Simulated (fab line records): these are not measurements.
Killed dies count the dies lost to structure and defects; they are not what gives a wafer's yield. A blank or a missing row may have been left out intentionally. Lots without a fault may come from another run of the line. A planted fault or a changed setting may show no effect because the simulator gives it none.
Commonality check across tools :: flow berkeley cmos170 :: 42 wafers sampled across 14 lots

## WHAT PROMPTED THE OPENING
2 of 14 lots carry a flag on the reading ACTIVE_OXIDE_THK at UCB170_ACTIVE_THK_MEAS_03. Wafers without a fault read 26.5 nm, standard deviation 0.42.
Rule: a lot is flagged when every wafer of it that has a number lies more than 4 standard deviations from that mean, or none has a number. The other lots count as sound.

lot: L239
measured: day 3 21:22
on: film metro-03
ACTIVE_OXIDE_THK (nm), wafer by wafer: 26.3 26.5 26.4
flag: 

lot: L240
measured: day 3 21:22
on: film metro-01
ACTIVE_OXIDE_THK (nm), wafer by wafer: 27.5 27.0 27.0
flag: 

lot: L241
measured: day 3 21:26
on: film metro-03
ACTIVE_OXIDE_THK (nm), wafer by wafer: 26.3 26.7 26.1
flag: 

lot: L243
measured: day 4 09:14
on: film metro-01
ACTIVE_OXIDE_THK (nm), wafer by wafer: 26.9 26.6 27.1
flag: 

lot: L242
measured: day 4 09:15
on: film metro-03
ACTIVE_OXIDE_THK (nm), wafer by wafer: 26.3 26.1 26.3
flag: 

lot: L244
measured: day 4 22:01
on: film metro-04
ACTIVE_OXIDE_THK (nm), wafer by wafer: 23.1 23.0 22.7
flag: FLAGGED

lot: L245
measured: day 5 00:37
on: film metro-01
ACTIVE_OXIDE_THK (nm), wafer by wafer: 23.9 23.9 24.1
flag: FLAGGED

lot: L254
measured: day 6 17:31
on: film metro-01
ACTIVE_OXIDE_THK (nm), wafer by wafer: 26.5 26.4 25.9
flag: 

lot: L256
measured: day 7 07:49
on: film metro-01
ACTIVE_OXIDE_THK (nm), wafer by wafer: 26.4 26.0 26.6
flag: 

lot: L257
measured: day 7 16:50
on: film metro-01
ACTIVE_OXIDE_THK (nm), wafer by wafer: 26.3 26.7 26.2
flag: 

lot: L258
measured: day 8 05:37
on: film metro-04
ACTIVE_OXIDE_THK (nm), wafer by wafer: 26.8 27.3 27.2
flag: 

lot: L259
measured: day 8 05:37
on: film metro-01
ACTIVE_OXIDE_THK (nm), wafer by wafer: 26.6 26.7 26.8
flag: 

lot: L261
measured: day 8 12:51
on: film metro-04
ACTIVE_OXIDE_THK (nm), wafer by wafer: 26.6 26.6 26.7
flag: 

lot: L262
measured: day 8 16:48
on: film metro-04
ACTIVE_OXIDE_THK (nm), wafer by wafer: 26.5 26.3 26.4
flag: 
On average the flagged lots' numbers are 23.4 nm, which is -3.1 nm against the usual, or -7 standard deviations.

## EACH LOT AND THE TOOL IT RAN ON
The record keeps 1 process step preceding the reading, out of 331 steps on the route. Every cell lists first the tool, next ch and the chambers used by the sampled wafers, and last the start.
lot: L239
flag: 
UCB170_ACTIVE_OXIDATION_02: furnace-01 ch 0, day 3 20:01

lot: L240
flag: 
UCB170_ACTIVE_OXIDATION_02: furnace-01 ch 0, day 3 20:01

lot: L241
flag: 
UCB170_ACTIVE_OXIDATION_02: furnace-01 ch 0, day 3 20:01

lot: L243
flag: 
UCB170_ACTIVE_OXIDATION_02: furnace-02 ch 0, day 4 07:53

lot: L242
flag: 
UCB170_ACTIVE_OXIDATION_02: furnace-02 ch 0, day 4 07:53

lot: L244
flag: FLAGGED
UCB170_ACTIVE_OXIDATION_02: furnace-02 ch 0, day 4 20:40

lot: L245
flag: FLAGGED
UCB170_ACTIVE_OXIDATION_02: furnace-02 ch 0, day 4 23:16

lot: L254
flag: 
UCB170_ACTIVE_OXIDATION_02: furnace-01 ch 0, day 6 16:10

lot: L256
flag: 
UCB170_ACTIVE_OXIDATION_02: furnace-01 ch 0, day 7 06:27

lot: L257
flag: 
UCB170_ACTIVE_OXIDATION_02: furnace-03 ch 0, day 7 15:28

lot: L258
flag: 
UCB170_ACTIVE_OXIDATION_02: furnace-01 ch 0, day 8 04:15

lot: L259
flag: 
UCB170_ACTIVE_OXIDATION_02: furnace-01 ch 0, day 8 04:15

lot: L261
flag: 
UCB170_ACTIVE_OXIDATION_02: furnace-03 ch 0, day 8 11:29

lot: L262
flag: 
UCB170_ACTIVE_OXIDATION_02: furnace-02 ch 0, day 8 15:26
What the steps here do:
- UCB170_ACTIVE_OXIDATION_02: target thk 26.4 nm, ox time 1260 s.
- UCB170_ACTIVE_THK_MEAS_03

## FLAGGED AGAINST TOTAL, ONE TOOL AT A TIME (gauges that did the reading follow at the end)
step: UCB170_ACTIVE_OXIDATION_02
tool: furnace-01
lots run: 7
flagged: 0
share of the flagged lots: none
sound lots run after its first flagged lot: -

step: UCB170_ACTIVE_OXIDATION_02
tool: furnace-02
lots run: 5
flagged: 2
share of the flagged lots: all
sound lots run after its first flagged lot: 1 (L262)

step: UCB170_ACTIVE_OXIDATION_02
tool: furnace-03
lots run: 2
flagged: 0
share of the flagged lots: none
sound lots run after its first flagged lot: -

step: UCB170_ACTIVE_THK_MEAS_03
tool: film metro-01
lots run: 7
flagged: 1
share of the flagged lots: some
sound lots run after its first flagged lot: 4 (L254,L256,L257,L259)

step: UCB170_ACTIVE_THK_MEAS_03
tool: film metro-03
lots run: 3
flagged: 0
share of the flagged lots: none
sound lots run after its first flagged lot: -

step: UCB170_ACTIVE_THK_MEAS_03
tool: film metro-04
lots run: 4
flagged: 1
share of the flagged lots: some
sound lots run after its first flagged lot: 3 (L258,L261,L262)

## WHAT THE TABLE ALLOWS
All flagged lots share 1 row of the table, namely furnace-02 at UCB170_ACTIVE_OXIDATION_02.
- furnace-02 at UCB170_ACTIVE_OXIDATION_02: 2 of its 5 lots flagged. Sound lots ran on it after the first flagged one (L262), which a lasting fault on the whole tool wouldn't allow.
Not one row of the table ran every flagged lot while running no sound lot after the first.

## WHAT THE SIMULATOR HAD PUT IN
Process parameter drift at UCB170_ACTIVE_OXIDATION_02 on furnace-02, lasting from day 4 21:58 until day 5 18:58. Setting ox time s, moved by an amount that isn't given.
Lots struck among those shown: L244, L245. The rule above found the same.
